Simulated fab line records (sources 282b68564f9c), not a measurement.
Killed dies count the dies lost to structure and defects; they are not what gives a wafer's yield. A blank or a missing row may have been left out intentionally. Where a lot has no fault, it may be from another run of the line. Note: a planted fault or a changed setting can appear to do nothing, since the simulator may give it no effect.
Which of the tools did it?	flow rit cmos	route of 202 steps, sampled at 1 step: 14 lots, 42 wafers

## WHAT EACH GAUGE READ, for each wafer
The record lacks any reading of a measuring or inspecting step that a usual standard deviation could be used to judge.

## WHAT TOOL EACH LOT RAN ON (gives the tool, then ch and the chambers of the sampled wafers, and finally the start)
lot	RIT_SDANNEAL_CLEAN_01
L454	wet bench-03 ch 3, day 3 10:13
L455	wet bench-03 ch 1, day 3 15:01
L456	wet bench-02 ch 1, day 3 18:39
L457	wet bench-04 ch 0, day 4 01:46
L458	wet bench-02 ch 3, day 4 05:34
L460	wet bench-02 ch 2, day 4 19:20
L462	wet bench-02 ch 2, day 4 22:34
L465	wet bench-03 ch 3, day 5 15:22
L466	wet bench-02 ch 1, day 5 22:56
L468	wet bench-03 ch 2, day 6 05:43
L469	wet bench-04 ch 0, day 6 07:33
L471	wet bench-04 ch 2, day 6 22:03
L476	wet bench-02 ch 1, day 7 20:27
L477	wet bench-02 ch 0, day 8 02:32
- RIT_SDANNEAL_CLEAN_01: cleans in dHF, time 30 s.

## WHAT THE TOOLS THEMSELVES READ (means of the sampled wafers that have a number; where no wafer has one, the mark that the record gives instead)
RIT_SDANNEAL_CLEAN_01.
lot	tool	run length s (s)
L454	wet bench-03	56.2
L455	wet bench-03	58.2
L456	wet bench-02	61.9
L457	wet bench-04	55.4
L458	wet bench-02	60.7
L460	wet bench-02	60.6
L462	wet bench-02	60.4
L465	wet bench-03	177.1
L466	wet bench-02	64.1
L468	wet bench-03	180.8
L469	wet bench-04	62.5
L471	wet bench-04	62.8
L476	wet bench-02	56.7
L477	wet bench-02	57.5

## THE ANSWER, worked out from the rows above alone
Rule: the lots themselves supply what counts as usual. Put in order of their means at a reading, lots are off if they are a third of the lots or fewer, leave a main group of 4 or more, and stand apart from it by a gap of 3 or more times the standard deviation of the main group's means; of several such gaps the widest counts. A main group is skipped when, at the precision printed for the reading in the tables above, its means are all equal. Also off: a lot with no number at a reading for which 4 or more lots have one. Where the step has rows for the other lots, those lots are counted as sound. Order of review: gauges by route order, followed by the tools' own readings, for which a lot's mean as printed above is used. The first step at which some lot is off is used, and at that step the reading that is off furthest; a lot without a number counts as furthest.
Off: L465, L468, at RIT_SDANNEAL_CLEAN_01 (run length s). The main group: mean 59.8 s, standard deviation 2.7.
If a tool, at that step or one of the process steps before it, ran each lot that is off and ran no sound lot following the first of them, it fits. One candidate fits, namely wet bench-03 at RIT_SDANNEAL_CLEAN_01. A fault onset in the window from L455 (day 3 15:01, its last sound lot) to L465 (day 5 15:22, its first lot off) fits.
On the lots that are off, the tool's own readings at RIT_SDANNEAL_CLEAN_01 differ by more than 5 times the standard deviation of the sound lots' means, which bears it out; run length s reads 178.9 s there versus 59.8 s on the sound lots.

## WHAT WAS PUT IN BY THE SIMULATOR
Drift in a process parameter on wet bench-03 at RIT_SDANNEAL_CLEAN_01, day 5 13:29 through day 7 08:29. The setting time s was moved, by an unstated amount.
Lots struck among those shown: L465, L468. The rule above reached the same finding.
